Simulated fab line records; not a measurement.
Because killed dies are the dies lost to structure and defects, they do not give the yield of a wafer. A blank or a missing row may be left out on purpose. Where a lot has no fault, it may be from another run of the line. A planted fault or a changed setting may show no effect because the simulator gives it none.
fab line records / flow ritCmos
record lots=13 wafers=39 lastDay=7
route steps=202 shown SILICIDE@164 M1@202
lots untouched by any fault: they come from a run of this same line in which no faults occurred
startH: hours from the record's opening day to when the first of the lot's shown wafers began / waitH: hours elapsed since this lot's preceding step / " unchanged from the row above / L1.1+2: several wafers, shown together as one row / - no value present, or no start provided / * or withheld: withheld / < > ~ a bound
route shown NAME@n: NAME is a module with steps in the file, n the number in the route of the first one / usual: the fault-free wafers' mean and standard deviation / same: alike in all rows / chamber/n: place in a boat / sites: per-site readings / _std_site: the values' standard deviation / _edge_site: inner sites' mean taken away from outer sites' mean / radiusMm: how far each site lies from the wafer's centre / mask NAME#n: copy n / behind: tool/chamber where the wafer was last shaped / hold: why the lot went on hold/how many hours it stayed there/how the hold came to an end / device: names the non-switching transistor (n, p or np) / end of line: tests of these same wafers at the route's end / a step with no rows: only its recipe / killed: at the first sort, the dies lost to defects and structure; wafer yield is something else / map: the dies of a wafer, with x for killed, . for not killed, _ for no die there
set.NAME: the setting that was run; set.NAME@STEP: the one run at that earlier step / model.NAME: the simulator's own value behind a step, which no gauge read
route steps across a sampled set of lots; one table per step, one row per wafer
## steps
# step RIT_SILICIDE_THK_MEAS_03
# recipe thkMeasGauge=xrf reads=Ti_of_SILICIDE_SPUTTER_01
# usual SILICIDE_TI_THK=31.32/0.29
lot.wafer=L926.2 tool=filmMetro-04 chamber=- startH=49.56 waitH=0.1 hold=- SILICIDE_TI_THK[nm]=31.34
lot.wafer=L926.4 tool=filmMetro-04 chamber=- startH=49.56 waitH=0.1 hold=- SILICIDE_TI_THK[nm]=31.08
lot.wafer=L926.5 tool=filmMetro-04 chamber=- startH=49.56 waitH=0.1 hold=- SILICIDE_TI_THK[nm]=31.53
lot.wafer=L927.3 tool=filmMetro-04 chamber=- startH=54.63 waitH=0.1 hold=- SILICIDE_TI_THK[nm]=31.64
lot.wafer=L927.5 tool=filmMetro-04 chamber=- startH=54.63 waitH=0.1 hold=- SILICIDE_TI_THK[nm]=31.66
lot.wafer=L927.6 tool=filmMetro-04 chamber=- startH=54.63 waitH=0.1 hold=- SILICIDE_TI_THK[nm]=31.60
lot.wafer=L928.1 tool=filmMetro-04 chamber=- startH=61.07 waitH=0.1 hold=- SILICIDE_TI_THK[nm]=31.03
lot.wafer=L928.4 tool=filmMetro-04 chamber=- startH=61.07 waitH=0.1 hold=- SILICIDE_TI_THK[nm]=31.20
lot.wafer=L928.5 tool=filmMetro-04 chamber=- startH=61.07 waitH=0.1 hold=- SILICIDE_TI_THK[nm]=31.41
lot.wafer=L929.1 tool=filmMetro-01 chamber=- startH=65.98 waitH=0.1 hold=- SILICIDE_TI_THK[nm]=31.24
lot.wafer=L929.3 tool=filmMetro-01 chamber=- startH=65.98 waitH=0.1 hold=- SILICIDE_TI_THK[nm]=31.42
lot.wafer=L929.6 tool=filmMetro-01 chamber=- startH=65.98 waitH=0.1 hold=- SILICIDE_TI_THK[nm]=31.48
lot.wafer=L930.2 tool=filmMetro-02 chamber=- startH=71.74 waitH=0.1 hold=- SILICIDE_TI_THK[nm]=31.67
lot.wafer=L930.5 tool=filmMetro-02 chamber=- startH=71.74 waitH=0.1 hold=- SILICIDE_TI_THK[nm]=31.81
lot.wafer=L930.6 tool=filmMetro-02 chamber=- startH=71.74 waitH=0.1 hold=- SILICIDE_TI_THK[nm]=31.54
lot.wafer=L931.3 tool=filmMetro-01 chamber=- startH=76.39 waitH=0.1 hold=- SILICIDE_TI_THK[nm]=31.58
lot.wafer=L931.4 tool=filmMetro-01 chamber=- startH=76.39 waitH=0.1 hold=- SILICIDE_TI_THK[nm]=31.28
lot.wafer=L931.6 tool=filmMetro-01 chamber=- startH=76.39 waitH=0.1 hold=- SILICIDE_TI_THK[nm]=31.71
lot.wafer=L932.1 tool=filmMetro-04 chamber=- startH=79.51 waitH=0.1 hold=- SILICIDE_TI_THK[nm]=30.96
lot.wafer=L932.4 tool=filmMetro-04 chamber=- startH=79.51 waitH=0.1 hold=- SILICIDE_TI_THK[nm]=30.84
lot.wafer=L932.6 tool=filmMetro-04 chamber=- startH=79.51 waitH=0.1 hold=- SILICIDE_TI_THK[nm]=31.34
lot.wafer=L933.3 tool=filmMetro-04 chamber=- startH=85.96 waitH=0.1 hold=- SILICIDE_TI_THK[nm]=30.93
lot.wafer=L933.4 tool=filmMetro-04 chamber=- startH=85.96 waitH=0.1 hold=- SILICIDE_TI_THK[nm]=30.97
lot.wafer=L933.5 tool=filmMetro-04 chamber=- startH=85.96 waitH=0.1 hold=- SILICIDE_TI_THK[nm]=30.97
lot.wafer=L944.1 tool=filmMetro-01 chamber=- startH=142.24 waitH=0.1 hold=awaitDispo/0.2h/release SILICIDE_TI_THK[nm]=32.59
lot.wafer=L944.3 tool=filmMetro-01 chamber=- startH=142.24 waitH=0.1 hold=awaitDispo/0.2h/release SILICIDE_TI_THK[nm]=32.81
lot.wafer=L944.4 tool=filmMetro-01 chamber=- startH=142.24 waitH=0.1 hold=awaitDispo/0.2h/release SILICIDE_TI_THK[nm]=33.11
lot.wafer=L944.1 tool=filmMetro-01 chamber=- startH=142.46 waitH=0.2 hold=- SILICIDE_TI_THK[nm]=32.87
lot.wafer=L944.3 tool=filmMetro-01 chamber=- startH=142.46 waitH=0.2 hold=- SILICIDE_TI_THK[nm]=32.88
lot.wafer=L944.4 tool=filmMetro-01 chamber=- startH=142.46 waitH=0.2 hold=- SILICIDE_TI_THK[nm]=32.97
lot.wafer=L945.1 tool=filmMetro-01 chamber=- startH=151.09 waitH=0.1 hold=awaitDispo/0.2h/release SILICIDE_TI_THK[nm]=33.17
lot.wafer=L945.2 tool=filmMetro-01 chamber=- startH=151.09 waitH=0.1 hold=awaitDispo/0.2h/release SILICIDE_TI_THK[nm]=33.13
lot.wafer=L945.6 tool=filmMetro-01 chamber=- startH=151.09 waitH=0.1 hold=awaitDispo/0.2h/release SILICIDE_TI_THK[nm]=33.05
lot.wafer=L945.1 tool=filmMetro-01 chamber=- startH=151.31 waitH=0.2 hold=- SILICIDE_TI_THK[nm]=33.17
lot.wafer=L945.2 tool=filmMetro-01 chamber=- startH=151.31 waitH=0.2 hold=- SILICIDE_TI_THK[nm]=33.23
lot.wafer=L945.6 tool=filmMetro-01 chamber=- startH=151.31 waitH=0.2 hold=- SILICIDE_TI_THK[nm]=33.28
lot.wafer=L946.3 tool=filmMetro-04 chamber=- startH=156.40 waitH=0.1 hold=- SILICIDE_TI_THK[nm]=31.69
lot.wafer=L946.4 tool=filmMetro-04 chamber=- startH=156.40 waitH=0.1 hold=- SILICIDE_TI_THK[nm]=31.39
lot.wafer=L946.6 tool=filmMetro-04 chamber=- startH=156.40 waitH=0.1 hold=- SILICIDE_TI_THK[nm]=31.34
lot.wafer=L947.2 tool=filmMetro-04 chamber=- startH=158.77 waitH=0.1 hold=- SILICIDE_TI_THK[nm]=31.72
lot.wafer=L947.5 tool=filmMetro-04 chamber=- startH=158.77 waitH=0.1 hold=- SILICIDE_TI_THK[nm]=31.64
lot.wafer=L947.6 tool=filmMetro-04 chamber=- startH=158.77 waitH=0.1 hold=- SILICIDE_TI_THK[nm]=31.37
lot.wafer=L949.2 tool=filmMetro-02 chamber=- startH=167.85 waitH=0.1 hold=- SILICIDE_TI_THK[nm]=31.80
lot.wafer=L949.3 tool=filmMetro-02 chamber=- startH=167.85 waitH=0.1 hold=- SILICIDE_TI_THK[nm]=31.88
lot.wafer=L949.4 tool=filmMetro-02 chamber=- startH=167.85 waitH=0.1 hold=- SILICIDE_TI_THK[nm]=31.64
# step RIT_M1_PROBE_99
# usual killed_at_M0_to_M3=0.0/0.16 killedAtContacts=0.1/0.25 killedAtFrontEnd=7/3.1 killedDies=7/3.1 killedOpen=3.6/2 killedShort=3.5/2
# same grossDies=264 killed_at_M4_up=0 killedAtBackSide=0 killedAtOther=0
lot.wafer=L944.1 tool=prober-02 chamber=- startH=153.24 waitH=0.1 killed_at_M0_to_M3=0 killedAtContacts=0 killedAtFrontEnd=9 killedDies=9 killedOpen=4 killedShort=5
lot.wafer=L944.3 tool=prober-02 chamber=- startH=153.34 waitH=0.2 killed_at_M0_to_M3=0 killedAtContacts=0 killedAtFrontEnd=5 killedDies=5 killedOpen=4 killedShort=1
lot.wafer=L944.4 tool=prober-02 chamber=- startH=153.39 waitH=0.2 killed_at_M0_to_M3=0 killedAtContacts=0 killedAtFrontEnd=5 killedDies=5 killedOpen=3 killedShort=2
lot.wafer=L945.1 tool=prober-01 chamber=- startH=159.50 waitH=0.1 killed_at_M0_to_M3=0 killedAtContacts=0 killedAtFrontEnd=6 killedDies=6 killedOpen=3 killedShort=3
lot.wafer=L945.2 tool=prober-01 chamber=- startH=159.55 waitH=0.1 killed_at_M0_to_M3=0 killedAtContacts=0 killedAtFrontEnd=4 killedDies=4 killedOpen=3 killedShort=1
lot.wafer=L945.6 tool=prober-01 chamber=- startH=159.75 waitH=0.2 killed_at_M0_to_M3=0 killedAtContacts=0 killedAtFrontEnd=9 killedDies=9 killedOpen=6 killedShort=3
# killed by level:class
L944.1 GATE:geometricParticle:short=3 GATE:geometricParticle:open=3 FOX1:geometricParticle:short=1 FOX1:geometricParticle:open=1 SILICIDE:geometricParticle:short=1
L944.3 GATE:geometricParticle:open=2 FOX1:geometricParticle:open=1 REOX:geometricParticle:short=1 SILICIDE:geometricParticle:open=1
L944.4 FOX1:geometricParticle:open=2 FOX1:geometricParticle:short=1 GATE:geometricParticle:short=1 GATE:geometricParticle:open=1
L945.1 GATE:geometricParticle:open=3 SPACER:geometricParticle:short=2 REOX:geometricParticle:short=1
L945.2 REOX:geometricParticle:open=2 GATE:geometricParticle:short=1 SPACER:geometricParticle:open=1
L945.6 GATE:geometricParticle:open=3 FOX1:geometricParticle:short=2 FOX1:geometricParticle:open=1 REOX:geometricParticle:open=1 SPACER:geometricParticle:open=1 SPACER:geometricParticle:short=1
## key
firstSign step=RIT_SILICIDE_THK_MEAS_03 reading=visit direction=added
effect step=RIT_SILICIDE_THK_MEAS_03 reading=SILICIDE_TI_THK direction=up sigmas=5.8 usual=31.32 struck=32.98
metAt RIT_SILICIDE_THK_MEAS_03
struckLots L944,L945
testerLeftOut L944,L945
onsetBetween 76.39 142.24
fault kind=metrologyMatchingOffset tool=filmMetro-01 chamber=- onsetH=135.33 steps=RIT_SILICIDE_THK_MEAS_03 param=thkNm offset=1.7858
# testerLeftOut: of these lots the tester's yield and bins aren't shown, on N5 and GAA mostly nor the transistor test; their killed dies are dies lost to structure and defects alone, not to doping, threshold or leakage, so they don't give the yield
